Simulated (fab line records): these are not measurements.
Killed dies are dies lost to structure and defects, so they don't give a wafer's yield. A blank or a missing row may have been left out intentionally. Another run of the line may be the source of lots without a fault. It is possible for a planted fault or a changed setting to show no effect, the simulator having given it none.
The tool behind it: which one? | flow rit-cmos | 14 lots with 42 wafers sampled at 2 steps, on a route of 202 steps

WHAT THE GAUGES SHOWED, per wafer
RIT_GATE_CD_MEAS_16 targets a cd of 150 nm.
lot  | measured    | on        | cd-nm (nm)
L713 | day 2 21:01 | cd-sem-02 | 149.9 151.0 152.5
L714 | day 3 08:12 | cd-sem-02 | 150.6 149.1 153.4
L716 | day 3 13:23 | cd-sem-02 | 150.8 150.9 150.1
L717 | day 3 21:25 | cd-sem-01 | 166.0 169.5 167.8
L720 | day 4 04:31 | cd-sem-02 | 161.6 161.6 160.6
L724 | day 5 03:06 | cd-sem-02 | 150.3 147.9 148.8
L725 | day 5 06:43 | cd-sem-01 | 153.1 153.8 154.5
L726 | day 5 12:45 | cd-sem-01 | 152.0 150.8 151.1
L728 | day 5 20:08 | cd-sem-01 | 146.7 147.5 148.6
L729 | day 6 03:59 | cd-sem-02 | 149.2 149.4 150.6
L731 | day 6 12:20 | cd-sem-01 | 152.2 153.8 152.0
L733 | day 6 23:08 | cd-sem-01 | 156.2 155.4 153.7
L734 | day 7 07:25 | cd-sem-01 | 152.7 149.1 152.1
L735 | day 7 08:56 | cd-sem-02 | 147.9 148.6 148.1

WHAT TOOL EACH LOT RAN ON (gives the tool, then ch and the chambers of the sampled wafers, and finally the start)
lot  | RIT_GATE_DEVELOP_15
L713 | litho-track-01 ch 0, day 2 20:00
L714 | litho-track-04 ch 0, day 3 08:00
L716 | litho-track-04 ch 0, day 3 13:00
L717 | litho-track-04 ch 0, day 3 21:00
L720 | litho-track-04 ch 0, day 4 04:00
L724 | litho-track-01 ch 0, day 5 02:00
L725 | litho-track-01 ch 0, day 5 06:00
L726 | litho-track-01 ch 0, day 5 12:00
L728 | litho-track-02 ch 0, day 5 19:00
L729 | litho-track-02 ch 0, day 6 03:00
L731 | litho-track-02 ch 0, day 6 12:00
L733 | litho-track-02 ch 0, day 6 23:00
L734 | litho-track-04 ch 0, day 7 07:00
L735 | litho-track-01 ch 0, day 7 08:00
- RIT_GATE_DEVELOP_15: develop time 50 s.

AS READ BY THE TOOLS THEMSELVES (means over the sampled wafers that have a number; for cases with no such wafer, the mark the record gives instead)
The record holds no such reading with a usual standard deviation.

THE ANSWER, worked out from the rows above alone
Rule: the usual values come from the lots themselves. The widest of any qualifying gaps counts: lots, ordered by their means at a reading, are off when they make up no more than a third of the lots, leave a main group of 4 or more, and stand apart from it by 3 or more times the standard deviation of that group's means. Not used: any main group whose means are identical at the precision the tables above print for the reading. A lot without any number at a reading at which 4 lots or more have one is off too. Any other lot the step has rows for is counted as sound. The gauges are gone through in route order, then the tools' own readings, and for those a lot's mean is taken as printed above. The first step at which some lot is off is used, and at that step the reading that is off furthest; a lot without a number counts as furthest.
No lot is off at any reading shown: from this, nothing can be told.

WHAT HAD BEEN PUT IN BY THE SIMULATOR
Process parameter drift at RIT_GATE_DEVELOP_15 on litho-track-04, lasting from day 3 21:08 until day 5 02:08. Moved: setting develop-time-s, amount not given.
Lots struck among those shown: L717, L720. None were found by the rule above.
